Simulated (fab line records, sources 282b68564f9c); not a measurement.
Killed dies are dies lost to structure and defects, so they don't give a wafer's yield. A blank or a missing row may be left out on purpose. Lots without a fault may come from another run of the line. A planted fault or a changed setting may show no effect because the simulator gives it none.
A struck lot beside a sound one | flow rit_cmos | 18 steps out of a route of 202
Sound: wafers L349.1, L349.3, L349.4. Struck: wafers L354.1, L354.2, L354.3. The cause comes at the end.
At each step with rows: each side's tool, then ch and its chambers, then its first start. Under that, the readings that differ: sound wafers | struck wafers | difference of the means | sigmas: that difference in standard deviations of wafers without a fault.
alike: readings whose means differ by less than 2 such deviations, and words and numbers that are the same on both sides. not compared: withheld readings, readings that some wafer has no value for, bounds like >300 that may hide the same value, and numbers for which the record gives no deviation and whose values overlap.
The two part at a step that has a row with sigmas, a row that says differs or no value, or rows on one side only. Numbers that don't overlap but have no deviation are shown without sigmas and don't part them. A reading that every wafer of one side lacks parts them only if that side has two wafers or more.

first, 4 steps without rows for these wafers: RIT_NRETRO_SOFTBAKE_02 (time 60 s); RIT_NRETRO_EXPOSE_03 (exposes mask M4, target cd 43900 nm); RIT_NRETRO_PEB_04; RIT_NRETRO_DEVELOP_05 (develop time 68 s).
RIT_NRETRO_OVL_MEAS_06:
  sound on overlay-01, day 4 19:37; struck on overlay-01, day 5 16:38
  alike: NRETRO_OVL
then, 2 steps without rows for these wafers: RIT_NRETRO_HARDBAKE_07 (time 120 s); RIT_NRETRO_IMPLANT_08.
RIT_NRETRO_STRIP_09: strips in O2, time 180 s.
  sound on plasma_asher-02 ch 0,1, day 4 20:03; struck on plasma_asher-02 ch 0,1, day 5 17:05
  alike: drypump_motor_current_A
  not compared: rf_hours_counter_h
RIT_NRETRO_TW_MEAS_10:
  sound on film_metro-02, day 4 20:14; struck on film_metro-01, day 5 17:15
  alike: NRETRO_TW
then, 3 steps without rows for these wafers: RIT_PRETRO_HMDS_00 (prime time 60 s); RIT_PRETRO_COAT_01 (resist thk 1300 nm); RIT_PRETRO_SOFTBAKE_02 (time 60 s).
RIT_PRETRO_EXPOSE_03: exposes mask M5, target cd 43700 nm.
  sound on iline_stepper-02 ch 0, day 4 20:52; struck on iline_stepper-02 ch 0, day 5 17:46
  reading                        | sound                   | struck         | difference | sigmas
  model.PRETRO.overlay_x_nm (nm) | 0.04748 0.04748 0.04748 | 6232 6232 6232 | +6232      |
  alike: mask, reticle_temp_C
then, 2 steps without rows for these wafers: RIT_PRETRO_PEB_04; RIT_PRETRO_DEVELOP_05 (develop time 68 s).
RIT_PRETRO_OVL_MEAS_06:
  sound on overlay-01, day 4 21:17; struck on overlay-02, day 5 18:11
  reading         | sound          | struck | difference                    | sigmas
  PRETRO_OVL (nm) | -0.9 -1.9 -2.2 | - - -  | no value on the struck wafers |
then, 1 step without rows for these wafers: RIT_PRETRO_HARDBAKE_07 (time 120 s).
RIT_M1_PROBE_99:
  sound on prober-02, day 6 02:41; struck on prober-01, day 6 22:41
  reading                             | sound             | struck            | difference | sigmas
  killed_at_front_end                 | 10 5 7            | 264 264 264       | +257       | +89
  killed_dies                         | 10 5 7            | 264 264 264       | +257       | +89
  killed_on_rim                       | 2 1 0             | 70 70 70          | +69        | +49
  model.etest.pmos_0p3.r_on_ohm_um    | 6185 6226 6234    | 5159 5128 5146    | -1071      |
  model.etest.pmos_turned.r_on_ohm_um | 3365 3484 3402    | 2734 2658 2699    | -720       |
  model.etest.pmos_0p15.r_on_ohm_um   | 2683 2787 2702    | 2305 2240 2280    | -449       |
  model.etest.nmos_0p3.r_on_ohm_um    | 2148 2154 2142    | 1751 1749 1769    | -392       |
  model.etest.nmos_turned.drive_ua_um | 334.7 322.7 332.6 | 504.1 505 505.5   | +174.9     |
  model.etest.nmos_0p15.r_on_ohm_um   | 1097 1126 1096    | 984 964.1 973.5   | -132       |
  model.etest.nmos_0p15.drive_ua_um   | 485.3 474.9 488.9 | 612.2 617.2 612.4 | +130.9     |
  model.etest.pmos_0p15.drive_ua_um   | 264.9 256.1 265.2 | 354.3 361.4 359.5 | +96.3      |
  alike: killed_at_contacts, killed_open, killed_short

WHERE THEY PART
First at RIT_PRETRO_OVL_MEAS_06; last, within this record, at RIT_M1_PROBE_99.

WHY: what the simulator had put in
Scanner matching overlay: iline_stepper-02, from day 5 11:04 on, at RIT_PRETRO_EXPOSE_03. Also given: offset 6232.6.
